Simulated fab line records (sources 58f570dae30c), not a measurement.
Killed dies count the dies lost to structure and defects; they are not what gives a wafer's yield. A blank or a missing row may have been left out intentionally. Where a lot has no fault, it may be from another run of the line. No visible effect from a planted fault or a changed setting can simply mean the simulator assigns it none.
Which of the tools did it? || flow berkeley cmos170 || 14 lots, 42 wafers sampled, at 2 steps of a route of 331

== WHAT THE GAUGES SHOWED, per wafer ==
UCB170_NWELL_TW_MEAS_16. Usual: NWELL_TW 1240, standard deviation 9.
{"lot": "L104", "measured": "day 2 12:28", "on": "film metro-01", "NWELL_TW": "1230 1235 1230", "flag": ""}
{"lot": "L106", "measured": "day 2 21:21", "on": "film metro-02", "NWELL_TW": "1252 1254 1255", "flag": ""}
{"lot": "L107", "measured": "day 3 01:08", "on": "film metro-03", "NWELL_TW": "1235 1242 1236", "flag": ""}
{"lot": "L108", "measured": "day 3 08:49", "on": "film metro-02", "NWELL_TW": "1244 1251 1248", "flag": ""}
{"lot": "L109", "measured": "day 3 14:38", "on": "film metro-03", "NWELL_TW": "1233 1235 1237", "flag": ""}
{"lot": "L110", "measured": "day 3 19:05", "on": "film metro-01", "NWELL_TW": "1236 1232 1238", "flag": ""}
{"lot": "L112", "measured": "day 4 06:35", "on": "film metro-03", "NWELL_TW": "1227 1229 1231", "flag": ""}
{"lot": "L114", "measured": "day 4 21:07", "on": "film metro-03", "NWELL_TW": "1232 1231 1229", "flag": ""}
{"lot": "L116", "measured": "day 5 03:33", "on": "film metro-01", "NWELL_TW": "1235 1237 1235", "flag": ""}
{"lot": "L115", "measured": "day 5 03:58", "on": "film metro-01", "NWELL_TW": "1237 1239 1239", "flag": ""}
{"lot": "L120", "measured": "day 6 03:44", "on": "film metro-02", "NWELL_TW": "1247 1239 1242", "flag": ""}
{"lot": "L122", "measured": "day 6 17:46", "on": "film metro-01", "NWELL_TW": "1231 1225 1225", "flag": ""}
{"lot": "L123", "measured": "day 6 18:19", "on": "film metro-01", "NWELL_TW": "1230 1235 1234", "flag": ""}
{"lot": "L125", "measured": "day 7 04:13", "on": "film metro-02", "NWELL_TW": "1251 1251 1252", "flag": ""}

UCB170_PWELL_OVL_MEAS_13. Usual: PWELL_OVL 3 nm, standard deviation 5.7.
{"lot": "L104", "measured": "day 3 06:50", "on": "overlay-01", "PWELL_OVL (nm)": "8 6 4", "flag": ""}
{"lot": "L106", "measured": "day 3 14:14", "on": "overlay-02", "PWELL_OVL (nm)": "7 12 8", "flag": ""}
{"lot": "L107", "measured": "day 3 17:32", "on": "overlay-01", "PWELL_OVL (nm)": "0 0 -5", "flag": ""}
{"lot": "L108", "measured": "day 3 22:04", "on": "overlay-01", "PWELL_OVL (nm)": "0 -2 -6", "flag": ""}
{"lot": "L109", "measured": "day 4 07:26", "on": "overlay-01", "PWELL_OVL (nm)": "6 -4 4", "flag": ""}
{"lot": "L110", "measured": "day 4 15:37", "on": "overlay-01", "PWELL_OVL (nm)": "1 1 -3", "flag": ""}
{"lot": "L112", "measured": "day 5 03:19", "on": "overlay-02", "PWELL_OVL (nm)": "-4 -3 -7", "flag": ""}
{"lot": "L114", "measured": "day 5 18:31", "on": "overlay-02", "PWELL_OVL (nm)": "2 -3 10", "flag": ""}
{"lot": "L116", "measured": "day 6 01:10", "on": "overlay-01", "PWELL_OVL (nm)": "-2 5 3", "flag": ""}
{"lot": "L115", "measured": "day 6 01:26", "on": "overlay-02", "PWELL_OVL (nm)": "1 4 3", "flag": ""}
{"lot": "L120", "measured": "day 7 00:07", "on": "overlay-02", "PWELL_OVL (nm)": "-4 0 3", "flag": ""}
{"lot": "L122", "measured": "day 7 08:37", "on": "overlay-01", "PWELL_OVL (nm)": "-8 -4 -2", "flag": ""}
{"lot": "L123", "measured": "day 7 08:44", "on": "overlay-01", "PWELL_OVL (nm)": "10 7 12", "flag": ""}
{"lot": "L125", "measured": "day 7 19:50", "on": "overlay-01", "PWELL_OVL (nm)": "1 5 2", "flag": ""}

== WHAT TOOL EACH LOT RAN ON (gives the tool, then ch and the chambers of the sampled wafers, and finally the start) ==
The record shows no process step preceding these readings.

== WHAT THE TOOLS THEMSELVES READ (means of the sampled wafers that have a number; where no wafer has one, the mark that the record gives instead) ==
The record holds no such reading with a usual standard deviation.

== THE ANSWER, worked out from the rows above alone ==
Rule: a lot is off if the mean of its wafers that have a number lies more than 3 standard deviations from the usual mean. A lot without any number at a reading at which 4 lots or more have one is off too. Where the step has rows for the other lots, those lots are counted as sound. After the gauges, taken in route order, come the tools' own readings; for these a lot's mean is taken, as printed above. The first step at which some lot is off is used, and at that step the reading that is off furthest; a lot without a number counts as furthest.
No lot is off on any of the readings shown, so nothing can be concluded from this.

== WHAT THE SIMULATOR HAD PUT IN ==
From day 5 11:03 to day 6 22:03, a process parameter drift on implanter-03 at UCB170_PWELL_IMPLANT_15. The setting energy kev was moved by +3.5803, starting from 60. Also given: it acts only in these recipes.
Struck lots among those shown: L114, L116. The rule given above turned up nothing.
